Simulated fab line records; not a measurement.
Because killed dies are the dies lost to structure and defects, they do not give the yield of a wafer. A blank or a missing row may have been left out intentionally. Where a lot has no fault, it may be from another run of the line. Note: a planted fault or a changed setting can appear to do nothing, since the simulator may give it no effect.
Which tool did it? ; flow rit_cmos ; 21 wafers from 7 lots sampled at 2 of the route's 202 steps

== WHAT THE GAUGES SHOWED, per wafer ==
RIT_ACTIVE_CD_MEAS_90 targets a cd of 1400 nm.
lot;measured;on;cd_nm (nm)
L871;day 1 21:35;cd_sem-01;1404.0 1405.8 1404.2
L873;day 2 07:38;cd_sem-01;1398.0 1399.8 1398.9
L877;day 3 04:08;cd_sem-02;- - -
L886;day 5 01:17;cd_sem-01;1397.8 1398.2 1397.3
L889;day 5 15:02;cd_sem-01;1403.7 1401.6 1402.4
L891;day 6 01:21;cd_sem-02;1399.7 1396.7 1396.9
L893;day 6 11:05;cd_sem-01;1401.1 1401.0 1400.4

== EACH LOT AND THE TOOL THAT RAN IT (in order: tool; ch and the chambers of the sampled wafers; start) ==
lot;RIT_ACTIVE_ETCH_13
L871;rie_diel-04 ch 0,1,2, day 1 21:13
L873;rie_diel-02 ch 0,1,2, day 2 07:20
L877;rie_diel-03 ch 0,1,2, day 3 03:49
L886;rie_diel-02 ch 0,1,2, day 5 00:51
L889;rie_diel-03 ch 1,2,3, day 5 14:43
L891;rie_diel-03 ch 2,3, day 6 01:00
L893;rie_diel-03 ch 0,1,2, day 6 10:47
- RIT_ACTIVE_ETCH_13: etches Si3N4 in SF6, stops on SiO2, time 210 s, target depth 210 nm.

== THE ANSWER, worked out from the rows above alone ==
Rule: usual is defined by the lots themselves. Put in order of their means at a reading, lots are off if they are a third of the lots or fewer, leave a main group of 4 or more, and stand apart from it by a gap of 3 or more times the standard deviation of the main group's means; of several such gaps the widest counts. Not used: any main group whose means are identical at the precision the tables above print for the reading. A lot without any number at a reading at which 4 lots or more have one is off too. The other lots that the step has rows for count as sound.
Off, at RIT_ACTIVE_CD_MEAS_90 on cd_nm: L877. Without a number there: L877. For the main group the mean is 1400.4 nm and the standard deviation 2.6.
If a tool, at a process step before that reading, ran all the lots that are off and no sound lot after the first of them, it fits. Those tools and the gauges at RIT_ACTIVE_CD_MEAS_90 are tried in the same way. Of those tried, none fits.

== WHAT THE SIMULATOR HAD INSERTED ==
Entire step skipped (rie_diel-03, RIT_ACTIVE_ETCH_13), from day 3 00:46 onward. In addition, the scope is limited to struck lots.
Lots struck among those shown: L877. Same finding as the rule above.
